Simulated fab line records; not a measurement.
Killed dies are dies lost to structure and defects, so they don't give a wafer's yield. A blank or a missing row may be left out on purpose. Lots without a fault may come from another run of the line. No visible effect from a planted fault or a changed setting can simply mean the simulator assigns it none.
Split-lot study | flow berkeley cmos170 | 5 lots, 23 wafers read, on a route of 331 steps

== ON THE SPLIT ==
At UCB170_V2_ETCH_14 (etches SiO2 in CHF3/CF4/Ar, stops on Al, target depth 1250 nm, time 291 s), the setting rf w was moved away from the recipe's 700 W on 6 of the 23 wafers read, by -11.2% to +8.2%. This setting was run at the recipe's value on the other wafers.

The reading is taken at the split's own step.

== THE READING ==
KrF_of_V2_COAT_07.thk nm (the simulator's own value, which no gauge read), in nm, at UCB170_V2_ETCH_14 (etches SiO2 in CHF3/CF4/Ar, stops on Al, target depth 1250 nm, time 291 s). The file gives no usual value for it. Average 609.1 nm, standard deviation 3.5 nm, over the 17 wafers here run with the recipe.

wafer  | tool, chamber at the split | rf w as run, W | against the recipe | KrF_of_V2_COAT_07.thk nm, nm | against lot-mates on the recipe
L074.1 | rie diel-02, 1             | 621.3          | -11.2%             | 629.7                        | +18.8
L074.3 | rie diel-02, 2             | 700            | recipe             | 608                          | -
L074.4 | rie diel-02, 3             | 621.3          | -11.2%             | 623.6                        | +12.7
L074.5 | rie diel-02, 2             | 700            | recipe             | 610.2                        | -
L074.6 | rie diel-02, 1             | 700            | recipe             | 614.5                        | -
L080.2 | rie diel-04, 1             | 700            | recipe             | 617.5                        | -
L080.3 | rie diel-04, 2             | 700            | recipe             | 609.8                        | -
L080.4 | rie diel-04, 3             | 757.2          | +8.2%              | 603.7                        | -8.7
L080.5 | rie diel-04, 1             | 757.2          | +8.2%              | 608.4                        | -4.0
L080.6 | rie diel-04, 2             | 700            | recipe             | 610                          | -
L082.1 | rie diel-04, 0             | 628.2          | -10.3%             | 623.6                        | +17.0
L082.2 | rie diel-04, 1             | 700            | recipe             | 609.6                        | -
L082.4 | rie diel-04, 3             | 628.2          | -10.3%             | 618.9                        | +12.3
L082.5 | rie diel-04, 2             | 700            | recipe             | 601.4                        | -
L082.6 | rie diel-04, 1             | 700            | recipe             | 608.7                        | -
L081.2 | rie diel-02, 3             | 700            | recipe             | 609.1                        | -
L081.3 | rie diel-02, 2             | 700            | recipe             | 608                          | -
L081.4 | rie diel-02, 1             | 700            | recipe             | 611.3                        | -
L081.5 | rie diel-02, 3             | 700            | recipe             | 607.7                        | -
L081.6 | rie diel-02, 0             | 700            | recipe             | 607.6                        | -
L084.1 | rie diel-02, 0             | 700            | recipe             | 607.3                        | -
L084.5 | rie diel-02, 3             | 700            | recipe             | 604                          | -
L084.6 | rie diel-02, 2             | 700            | recipe             | 610.1                        | -

FIT RESULTS
A straight line over all 23 wafers: KrF_of_V2_COAT_07.thk nm changes by -1.12 nm for each +1% of rf w; r = -0.82; the points scatter about the line by 4.1 nm.
The same after taking each lot's own level away (the mean of its wafers on the recipe; 23 wafers): -1.24 nm for each +1%; r = -0.90; scatter 3.1 nm.
On that fit, the largest move of rf w shifts the reading by 14 nm.
The span of the lots' own levels, 606.57 to 612.43 nm, comes to 1.7 times the standard deviation stated above.
In other words, the slope is changed by the lot-to-lot level; the two fits disagree.
Check: +13.4 nm against its lot-mates is what the line predicts for one of the wafers moved furthest among these (-11.2%) when that wafer is left out of the fit. It came out at +18.8 nm against them.

== ADDITIONAL SPLITS CARRIED BY THESE WAFERS ==
These wafers also went through other splits before the reading. Each is held against what the fit with the lots' levels taken away leaves over:
other split on the same wafers | wafers away from the commonest value | r with KrF_of_V2_COAT_07.thk nm (lot level and that fit taken away)
UCB170_CONTACT_CVD_01 time s   | 10                                   | +0.02
UCB170_CONTACT_ETCH_17 bias w  | 10                                   | +0.05
UCB170_M1_EXPOSE_06 dose mj    | 8                                    | +0.05
UCB170_M1_METAL_ETCH_12 icp w  | 9                                    | +0.20

== THE WHOLE CHAIN: every reading that the file lists as answering this split, in the file's order ==
step               | what it does                                                              | reading                                                                   | change (the file's fit)              | r (the file's)
UCB170_V2_ETCH_14  | etches SiO2 in CHF3/CF4/Ar, stops on Al, target depth 1250 nm, time 291 s | KrF_of_V2_COAT_07.thk nm (the simulator's own value, which no gauge read) | -1.27 nm for each +1% of the setting | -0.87
UCB170_V2_STRIP_15 | strips in O2                                                              | strip time to endpoint s                                                  | withheld for each +1% of the setting | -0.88

== FILE'S OWN FIT ==
KrF_of_V2_COAT_07.thk nm changes by -1.27 nm for each +1% of rf w, r = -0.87.
